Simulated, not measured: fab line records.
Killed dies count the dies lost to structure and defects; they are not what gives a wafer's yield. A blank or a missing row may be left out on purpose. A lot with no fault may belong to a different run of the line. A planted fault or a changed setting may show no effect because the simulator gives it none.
The tool behind it: which one? | flow berkeley cmos170 | 14 lots with 42 wafers sampled at 5 steps, on a route of 331 steps

== WHAT THE GAUGES SHOWED, per wafer ==
UCB170_CONTACT_CD_MEAS_90: the cd target is 700 nm.
lot  | measured     | on        | cd nm (nm)
L428 | day 6 23:40  | cd sem-01 | 697.9 696.8 697.9
L427 | day 7 00:14  | cd sem-01 | 699.4 699.3 699.2
L426 | day 7 00:31  | cd sem-02 | 701.2 701.6 702.7
L429 | day 8 02:45  | cd sem-02 | 695.2 698.0 696.7
L430 | day 8 03:02  | cd sem-01 | 699.8 699.2 699.2
L431 | day 8 03:32  | cd sem-01 | 699.7 698.6 700.3
L435 | day 9 15:55  | cd sem-02 | 700.7 697.7 699.6
L438 | day 9 17:01  | cd sem-02 | 699.6 700.1 699.1
L439 | day 9 21:35  | cd sem-01 | 699.6 699.5 701.3
L443 | day 10 15:23 | cd sem-01 | 702.2 698.9 699.9
L441 | day 10 20:16 | cd sem-01 | 699.6 701.5 699.4
L446 | day 11 11:20 | cd sem-02 | 701.1 700.5 698.5
L445 | day 11 11:27 | cd sem-02 | 701.1 701.5 701.2
L449 | day 11 11:40 | cd sem-02 | 697.1 700.1 699.8

UCB170_V2_THK_MEAS_01.
lot  | measured     | on            | V2_TEOS_THK (nm)
L428 | day 7 14:22  | film metro-02 | 1981 1981 2003
L427 | day 7 14:29  | film metro-01 | 1960 2013 1996
L426 | day 7 14:35  | film metro-02 | 1974 2031 2010
L429 | day 8 14:46  | film metro-02 | 1996 2002 2014
L430 | day 8 15:24  | film metro-04 | 1995 2001 2040
L431 | day 8 15:32  | film metro-01 | 1976 1998 2018
L435 | day 10 06:41 | film metro-02 | 936 966 979
L438 | day 10 07:35 | film metro-02 | 990 990 969
L439 | day 10 10:11 | film metro-04 | 1996 2028 2007
L443 | day 11 10:37 | film metro-04 | 1961 1972 1952
L441 | day 11 10:47 | film metro-02 | 1962 1994 2011
L446 | day 12 02:59 | film metro-02 | 1982 2021 2029
L445 | day 12 03:15 | film metro-02 | 1978 1983 1998
L449 | day 12 02:42 | film metro-02 | 1940 1966 1990

UCB170_V2_OVL_MEAS_13.
lot  | measured     | on         | V2_OVL (nm)
L428 | day 7 16:08  | overlay-02 | 3 2 0
L427 | day 7 16:32  | overlay-01 | 10 12 5
L426 | day 7 16:46  | overlay-02 | 4 7 2
L429 | day 8 16:40  | overlay-02 | 0 1 1
L430 | day 8 17:16  | overlay-02 | -10 -5 -3
L431 | day 8 17:33  | overlay-02 | 7 16 3
L435 | day 10 09:26 | overlay-01 | -2 8 -1
L438 | day 10 10:11 | overlay-02 | -4 -3 -4
L439 | day 10 14:59 | overlay-02 | 8 1 6
L443 | day 11 12:18 | overlay-01 | 1 8 -3
L441 | day 11 12:34 | overlay-01 | 5 8 7
L446 | day 12 05:35 | overlay-01 | 2 4 8
L445 | day 12 05:37 | overlay-01 | 3 8 3
L449 | day 12 04:56 | overlay-01 | 3 8 0

== WHICH TOOL RAN EACH LOT (tool, then ch and the chambers of the sampled wafers, then the start) ==
lot  | UCB170_M1_ETCH_11                  | UCB170_V2_CVD_00
L428 | rie diel-02 ch 0,2, day 7 01:45    | pecvd-01 ch 0,1,2, day 7 14:12
L427 | rie diel-01 ch 0,3, day 7 02:14    | pecvd-04 ch 0,1,2, day 7 14:19
L426 | rie diel-02 ch 0,2, day 7 02:23    | pecvd-02 ch 1,2, day 7 14:26
L429 | rie diel-02 ch 0,1,3, day 8 04:19  | pecvd-02 ch 1,2, day 8 14:37
L430 | rie diel-04 ch 1,2,3, day 8 04:41  | pecvd-01 ch 0,1,2, day 8 15:10
L431 | rie diel-02 ch 0,3, day 8 05:16    | pecvd-02 ch 0,1,2, day 8 15:22
L435 | rie diel-01 ch 0,1,3, day 9 18:58  | pecvd-02 ch 1,2, day 10 06:32
L438 | rie diel-02 ch 0,1,2, day 9 19:42  | pecvd-02 ch 0,1, day 10 07:25
L439 | rie diel-04 ch 1,2, day 9 23:15    | pecvd-04 ch 0,1, day 10 10:02
L443 | rie diel-04 ch 0,1, day 10 19:38   | pecvd-01 ch 0,1,2, day 11 10:28
L441 | rie diel-01 ch 0,1,3, day 10 21:55 | pecvd-04 ch 0,1,2, day 11 10:38
L446 | rie diel-04 ch 1,2,3, day 11 13:18 | pecvd-04 ch 0,1, day 12 02:49
L445 | rie diel-02 ch 0,2,3, day 11 13:20 | pecvd-01 ch 1,2, day 12 02:55
L449 | rie diel-01 ch 1,2,3, day 11 14:01 | pecvd-01 ch 0,2, day 12 02:33
- UCB170_M1_ETCH_11: etches BARC in N2/H2.
- UCB170_V2_CVD_00: deposits SiO2 from TEOS/O2, target thk 2000 nm, time 250 s.

== AS READ BY THE TOOLS THEMSELVES (means over the sampled wafers that have a number; for cases with no such wafer, the mark the record gives instead) ==
UCB170_M1_ETCH_11.
lot  | tool        | drypump motor current A (A) | h2 flow sccm (sccm) | n2 flow sccm (sccm) | oes product au (a.u.) | throttle valve pct (%)
L428 | rie diel-02 | 5.8                         | 199.5               | 99.98               | 0.991                 | 13.18
L427 | rie diel-01 | 6.3                         | 200.4               | 100.23              | 0.986                 | 13.20
L426 | rie diel-02 | 6.2                         | 200.1               | 100.11              | 0.992                 | 13.11
L429 | rie diel-02 | 5.8                         | 199.9               | 99.86               | 0.986                 | 13.22
L430 | rie diel-04 | 5.9                         | 199.6               | 100.15              | 1.002                 | 13.19
L431 | rie diel-02 | 5.7                         | 199.2               | 99.92               | 1.003                 | 13.34
L435 | rie diel-01 | 6.2                         | 199.7               | 99.82               | 0.999                 | 13.30
L438 | rie diel-02 | 5.8                         | 200.5               | 100.13              | 0.982                 | 13.06
L439 | rie diel-04 | 5.5                         | 199.7               | 99.82               | 1.001                 | 13.16
L443 | rie diel-04 | 5.8                         | 200.0               | 100.06              | 0.989                 | 13.40
L441 | rie diel-01 | 6.2                         | 199.9               | 99.83               | 1.007                 | 13.30
L446 | rie diel-04 | 5.9                         | 199.5               | 99.85               | 0.993                 | 13.20
L445 | rie diel-02 | 6.1                         | 200.0               | 99.59               | 0.990                 | 13.25
L449 | rie diel-01 | 5.9                         | 199.6               | 99.67               | 1.004                 | 13.31

UCB170_V2_CVD_00.
lot  | tool     | heater power w (W)
L428 | pecvd-01 | 287
L427 | pecvd-04 | 247
L426 | pecvd-02 | 219
L429 | pecvd-02 | 243
L430 | pecvd-01 | 239
L431 | pecvd-02 | 218
L435 | pecvd-02 | 211
L438 | pecvd-02 | 279
L439 | pecvd-04 | 317
L443 | pecvd-01 | 266
L441 | pecvd-04 | 269
L446 | pecvd-04 | 253
L445 | pecvd-01 | 278
L449 | pecvd-01 | 241

== THE ANSWER, worked out from the rows above alone ==
Rule: usual is defined by the lots themselves. Put in order of their means at a reading, lots are off if they are a third of the lots or fewer, leave a main group of 4 or more, and stand apart from it by a gap of 3 or more times the standard deviation of the main group's means; of several such gaps the widest counts. The tables above print the reading to a certain number of digits; a main group whose means all agree to those digits is not used. A lot without any number at a reading at which 4 lots or more have one is off too. Any other lot the step has rows for is counted as sound. Order of review: gauges by route order, followed by the tools' own readings, for which a lot's mean as printed above is used. The first step at which some lot is off is used, and at that step the reading that is off furthest; a lot without a number counts as furthest.
Off: L435, L438, at UCB170_V2_THK_MEAS_01 (V2_TEOS_THK). Main group: mean 1993 nm, sd 16.
A tool fits if, at a process step before that reading, it ran every lot that is off, and no sound lot after the first of them. Those tools and the gauges at UCB170_V2_THK_MEAS_01 are tried in the same way. One candidate fits, namely pecvd-02 at UCB170_V2_CVD_00. Its last sound lot is L431 (day 8 15:22), its first lot that is off L435 (day 10 06:32): a fault that began between those two fits.

== WHAT THE SIMULATOR HAD INSERTED ==
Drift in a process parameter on pecvd-02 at UCB170_V2_CVD_00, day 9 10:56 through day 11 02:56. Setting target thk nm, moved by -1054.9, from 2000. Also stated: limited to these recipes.
Shown lots that were struck: L435, L438. This agrees with what the rule above found.
